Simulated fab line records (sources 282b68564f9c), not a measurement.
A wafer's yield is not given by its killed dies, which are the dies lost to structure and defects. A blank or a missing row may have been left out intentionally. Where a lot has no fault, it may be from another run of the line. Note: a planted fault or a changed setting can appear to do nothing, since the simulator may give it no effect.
A struck lot beside a sound one :: flow rit_cmos :: 27 steps out of a route of 202
Sound: wafers L596.4, L596.5, L596.6. Struck: wafer L605.4 (L605.1, L605.6, from the same lot, were not struck and are left out); the cause is given at the end.
For every step that has rows: the tool of each side, followed by ch and its chambers, followed by its first start. Under that, the readings that differ: sound wafers :: struck wafers :: difference of the means :: sigmas: that difference in standard deviations of wafers without a fault.
alike: words and numbers the same on both sides, and readings whose means are apart by under 2 such deviations; not compared: readings that were withheld, readings missing a value for some wafer, numbers with overlapping values and no deviation given by the record, and bounds like >300 which may hide the same value.
The two part at a step that has a row with sigmas, a row that says differs or no value, or rows on one side only. Numbers that don't overlap but have no deviation are shown without sigmas and don't part them. A reading missing from all wafers of one side parts the sides only when that side holds two or more wafers.

first, 1 step without rows for these wafers: RIT_ACTIVE_OXIDATION_01 (target thk 46.8 nm, ox time 3360 s).
RIT_ACTIVE_THK_MEAS_02:
  sound: film_metro-02 at day 3 01:40; struck: film_metro-03 at day 4 20:57
  alike: ACTIVE_OXIDE_THK
then, 1 step without rows for these wafers: RIT_ACTIVE_CVD_03 (deposits Si3N4 from SiH2Cl2/NH3, target thk 150 nm, time 1500 s).
RIT_ACTIVE_THK_MEAS_04:
  sound: film_metro-04 at day 3 03:09; struck: film_metro-02 at day 4 22:26
  alike: ACTIVE_NITRIDE_THK
then, 6 steps without rows for these wafers: RIT_ACTIVE_HMDS_05 (prime time 60 s); RIT_ACTIVE_COAT_06 (resist thk 1000 nm); RIT_ACTIVE_SOFTBAKE_07 (time 60 s); RIT_ACTIVE_EXPOSE_08 (exposes mask M1, target cd 1400 nm); RIT_ACTIVE_PEB_09; RIT_ACTIVE_DEVELOP_10 (develop time 50 s).
RIT_ACTIVE_CD_MEAS_11 targets a cd of 1400 nm.
  sound: cd_sem-01 at day 3 04:21; struck: cd_sem-01 at day 4 23:20
  alike: cd_nm
then, 1 step without rows for these wafers: RIT_ACTIVE_HARDBAKE_12 (time 60 s).
RIT_ACTIVE_ETCH_13: etches Si3N4 in SF6, stops on SiO2, time 210 s, target depth 210 nm.
  sound on rie_diel-04 ch 0,1,3, day 3 04:38; struck on rie_diel-04 ch 2, day 4 23:37
reading: oes_product_au (a.u.)
sound: 0.832 0.811 0.808
struck: 0.741
difference: -0.076
sigmas: -8

reading: over_etch_frac
sound: 0.4 0.4 0.4
struck: 0.73216
difference: +0.33216
sigmas: 

reading: model.NOVOLAK_of_ACTIVE_COAT_06.thk_nm (nm)
sound: 659.3 652.4 659.4
struck: 608.2
difference: -48.8
sigmas: 

reading: model.ACTIVE.feature_depth_nm (nm)
sound: 150.6 152.5 150.5
struck: 166.8
difference: +15.6
sigmas: 

reading: model.SiO2_of_ACTIVE_OXIDATION_01.thk_nm (nm)
sound: 47.26 45.89 47.51
struck: 31.75
difference: -15.14
sigmas: 
  alike: drypump_motor_current_A, rf_fwd_power_W, throttle_valve_pct
  not compared: rf_hours_counter_h
RIT_ACTIVE_STRIP_14: strips in O2, time 180 s.
  sound on plasma_asher-04 ch 0,1, day 3 04:45; struck on plasma_asher-04 ch 0, day 4 23:44
  alike: drypump_motor_current_A
  not compared: rf_hours_counter_h
RIT_ACTIVE_CD_MEAS_90 targets a cd of 1400 nm.
  sound: cd_sem-01 at day 3 04:56; struck: cd_sem-01 at day 4 23:55
  alike: cd_nm
then, 4 steps without rows for these wafers: RIT_ACTIVE_CLEAN_15 (cleans in SC1, time 600 s); RIT_ACTIVE_CLEAN_16 (cleans in dHF, time 30 s); RIT_ACTIVE_CLEAN_17 (cleans in SC2, time 600 s); RIT_FOX1_OXIDATION_00 (target thk 350.7 nm, ox time 1130 s).
RIT_FOX1_THK_MEAS_01:
  sound: film_metro-01 at day 3 10:27; struck: film_metro-01 at day 5 02:36
  alike: FOX1_OXIDE_THK
then, 2 steps without rows for these wafers: RIT_FOX1_WET_ETCH_02 (etches SiO2 in BOE, target depth 350 nm, time 390 s); RIT_FOX2_OXIDATION_00 (target thk 350.7 nm, ox time 1130 s).
RIT_FOX2_THK_MEAS_01:
  sound: film_metro-02 at day 3 13:29; struck: film_metro-01 at day 5 04:05
reading: FOX2_OXIDE_THK (nm)
sound: 369 369 366
struck: 353
difference: -15
sigmas: -2
then, 1 step without rows for these wafers: RIT_FOX2_CLEAN_02 (cleans in dHF, time 180 s).
RIT_FOX2_WET_ETCH_03: etches Si3N4 in H3PO4, target depth 195 nm, time 2700 s.
  sound on wet_bench-03 ch 3, day 3 13:35; struck on wet_bench-01 ch 3, day 5 04:13
reading: model.SiO2_of_ACTIVE_OXIDATION_01.thk_nm (nm)
sound: 41.87 40.67 42.1
struck: 28.26
difference: -13.29
sigmas: 
RIT_FOX2_THK_MEAS_90:
  sound: film_metro-01 at day 3 14:22; struck: film_metro-04 at day 5 04:58
reading: FIELD_OXIDE_LEFT_1_THK (nm)
sound: 342 341 339
struck: 326
difference: -15
sigmas: -2
RIT_M1_PROBE_99:
  the record has rows for the struck wafers here (prober-01, day 6 20:07) and none for the sound ones

## WHERE THEY PART
At RIT_ACTIVE_ETCH_13 first; at RIT_M1_PROBE_99 last (within this record only).

WHY: whatever the simulator had introduced
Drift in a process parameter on rie_diel-04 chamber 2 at RIT_ACTIVE_ETCH_13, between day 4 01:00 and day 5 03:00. Setting over_etch_frac shifted by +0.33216 from 0.4.
